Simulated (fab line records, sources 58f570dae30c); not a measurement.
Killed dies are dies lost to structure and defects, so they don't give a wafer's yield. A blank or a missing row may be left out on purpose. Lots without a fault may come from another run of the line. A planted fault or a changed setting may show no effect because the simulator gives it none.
One fault seen from 2 desks | flow berkeley_cmos170 | each desk has only its own numbers; what lay behind them comes last

THE TOOL OWNER'S DESK: plasma_asher-03
The tool's own readings at UCB170_CONTACT_STRIP_19 (strips in O2): means of the sampled wafers that have a number, for each lot that ran on this tool. A lot is out of limits, marked OUT, if its mean lies more than 4 standard deviations from the usual mean; the brackets give that distance.
Columns: A = drypump_motor_current_A at UCB170_CONTACT_STRIP_19, usual 5.5 A; B = oes_product_au at UCB170_CONTACT_STRIP_19, usual 0.726 a.u.
lot  | first seen here | A   | B
L803 | day 8 02:55     | 5.1 | 0.723
L807 | day 9 09:02     | 5.3 | 0.724
L809 | day 9 09:22     | 5.3 | 0.729
L811 | day 10 15:33    | 5.3 | 0.725
This desk's finding: nothing out of limits on any of the 4 lots.

THE METROLOGY DESK
What the gauges read, lot by lot, whatever tool the lot ran on: means of the sampled wafers that have a number. A lot is out of limits, marked OUT, if its mean lies more than 4 standard deviations from the usual mean; the brackets give that distance.
Columns: A = V1_POLISHED_THK at UCB170_V1_THK_MEAS_04, usual 1000.1 nm; B = M2_OVL at UCB170_M2_OVL_MEAS_16, usual -2 nm; C = V2_BOW at UCB170_V2_BOW_MEAS_03, usual 37 um
lot  | first seen here | A      | B   | C
L803 | day 8 08:23     | 1001.3 | -2  | 34
L806 | day 9 12:53     | 1000.8 | -4  | 37
L807 | day 9 14:14     | 1000.0 | -1  | 41
L805 | day 9 14:32     | 999.1  | -8  | 32
L809 | day 9 14:49     | 998.9  | -3  | 39
L811 | day 10 20:56    | 999.3  | 3   | 35
L815 | day 10 22:17    | 1000.4 | -2  | 38
L816 | day 10 22:34    | 999.4  | 4   | 36
L817 | day 11 16:51    | 1002.0 | -6  | 36
L819 | day 12 06:50    | 1000.7 | -4  | 39
L820 | day 12 08:10    | 999.0  | -10 | 36
L824 | day 13 02:25    | 1001.5 | -7  | 33
L821 | day 13 03:44    | 999.0  | -4  | 40
L825 | day 13 13:12    | 999.7  | -3  | 34
This desk's finding: nothing out of limits on any of the 14 lots.

PUT TOGETHER
The tool owner's desk saw nothing out of limits.
The metrology desk saw nothing out of limits.

WHAT THE SIMULATOR HAD PUT IN
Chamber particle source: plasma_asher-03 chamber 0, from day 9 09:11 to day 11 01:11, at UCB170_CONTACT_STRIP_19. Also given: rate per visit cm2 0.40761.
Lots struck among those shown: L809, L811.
